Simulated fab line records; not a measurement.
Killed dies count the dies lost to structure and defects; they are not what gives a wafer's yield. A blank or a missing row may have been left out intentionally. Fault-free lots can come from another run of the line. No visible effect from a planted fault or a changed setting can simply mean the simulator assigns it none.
Check for tools in common	flow berkeleyCmos170	14 lots, 42 wafers sampled

## WHY IT WAS OPENED
Of 14 lots, 2 have the reading NWELL_NITRIDE_THK flagged at UCB170_NWELL_THK_MEAS_05. Wafers without a fault read 223.6 nm, standard deviation 2.2.
Rule: a lot gets a flag if all its wafers with a number sit over 4 standard deviations from that mean, or if no wafer of it has a number. All remaining lots are regarded as sound.

lot	measured	on	NWELL_NITRIDE_THK (nm), wafer by wafer	flag
L435	day 2 08:36	filmMetro-03	221.6 224.0 224.0	
L436	day 2 08:36	filmMetro-01	220.5 223.4 221.0	
L438	day 2 18:31	filmMetro-02	221.8 223.6 223.9	
L439	day 2 23:17	filmMetro-01	222.5 225.0 222.8	
L440	day 3 11:00	filmMetro-02	222.4 225.2 224.1	
L441	day 3 11:00	filmMetro-03	226.6 228.0 228.7	
L443	day 4 04:07	filmMetro-03	222.6 223.3 223.4	
L444	day 4 08:31	filmMetro-03	221.7 223.3 223.9	
L445	day 4 08:31	filmMetro-02	224.4 224.7 223.4	
L447	day 4 21:18	filmMetro-02	219.8 220.2 221.5	
L452	day 5 23:48	filmMetro-03	225.2 224.7 222.8	
L455	day 6 17:00	filmMetro-01	186.8 186.3 187.9	FLAGGED
L456	day 6 17:01	filmMetro-03	182.3 180.6 181.8	FLAGGED
L458	day 7 03:46	filmMetro-03	219.8 220.6 221.5	
The mean of the flagged lots' numbers is 184.3 nm, -39.3 nm from the usual (-18 standard deviations).

## EACH LOT AND THE TOOL IT RAN ON
The record holds 1 process step before the reading, out of a route of 331 steps. Every cell lists first the tool, next ch and the chambers used by the sampled wafers, and last the start.
lot	flag	UCB170_NWELL_CVD_04
L435		lpcvd-02 ch 1, day 2 06:40
L436		lpcvd-02 ch 0, day 2 06:40
L438		lpcvd-02 ch 1, day 2 16:35
L439		lpcvd-01 ch 0, day 2 21:21
L440		lpcvd-02 ch 1, day 3 09:04
L441		lpcvd-02 ch 0, day 3 09:04
L443		lpcvd-02 ch 0, day 4 01:11
L444		lpcvd-01 ch 1, day 4 05:37
L445		lpcvd-01 ch 1, day 4 05:37
L447		lpcvd-01 ch 0, day 4 19:21
L452		lpcvd-02 ch 1, day 5 21:52
L455	FLAGGED	lpcvd-01 ch 0, day 6 15:04
L456	FLAGGED	lpcvd-01 ch 0, day 6 15:04
L458		lpcvd-02 ch 0, day 7 01:50
What is done by these steps:
- UCB170_NWELL_CVD_04: deposits Si3N4 from SiH2Cl2/NH3, target thk 224 nm, time 3360 s.
- UCB170_NWELL_THK_MEAS_05

## FLAGGED OVER TOTAL, TOOL BY TOOL (the gauges that took the reading come last)
step	tool	lots run	flagged	share of the flagged lots	sound lots run after its first flagged lot
UCB170_NWELL_CVD_04	lpcvd-01	6	2	all	0
UCB170_NWELL_CVD_04	lpcvd-02	8	0	none	-
UCB170_NWELL_THK_MEAS_05	filmMetro-01	3	1	some	0
UCB170_NWELL_THK_MEAS_05	filmMetro-02	4	0	none	-
UCB170_NWELL_THK_MEAS_05	filmMetro-03	7	1	some	1 (L458)

## WHAT THE TABLE PERMITS
Rows of the table that ran each flagged lot: 1, that is lpcvd-01 at UCB170_NWELL_CVD_04.
- lpcvd-01 at UCB170_NWELL_CVD_04 ran 6 lots, 2 of them flagged. Last sound lot L447 at day 4 19:21, first flagged lot L455 at day 6 15:04; a fault beginning in between fits. Its own readings lie more than 4 standard deviations out on every wafer of the flagged lots: pressureMtorr.
lpcvd-01 at UCB170_NWELL_CVD_04 is the single tool remaining.

## WHAT THE SIMULATOR HAD PUT IN
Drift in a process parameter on lpcvd-01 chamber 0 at UCB170_NWELL_CVD_04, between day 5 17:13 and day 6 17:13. From 200, the setting pressureMtorr moved by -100. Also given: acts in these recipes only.
Struck lots among those shown: L455, L456. The rule above found the same.
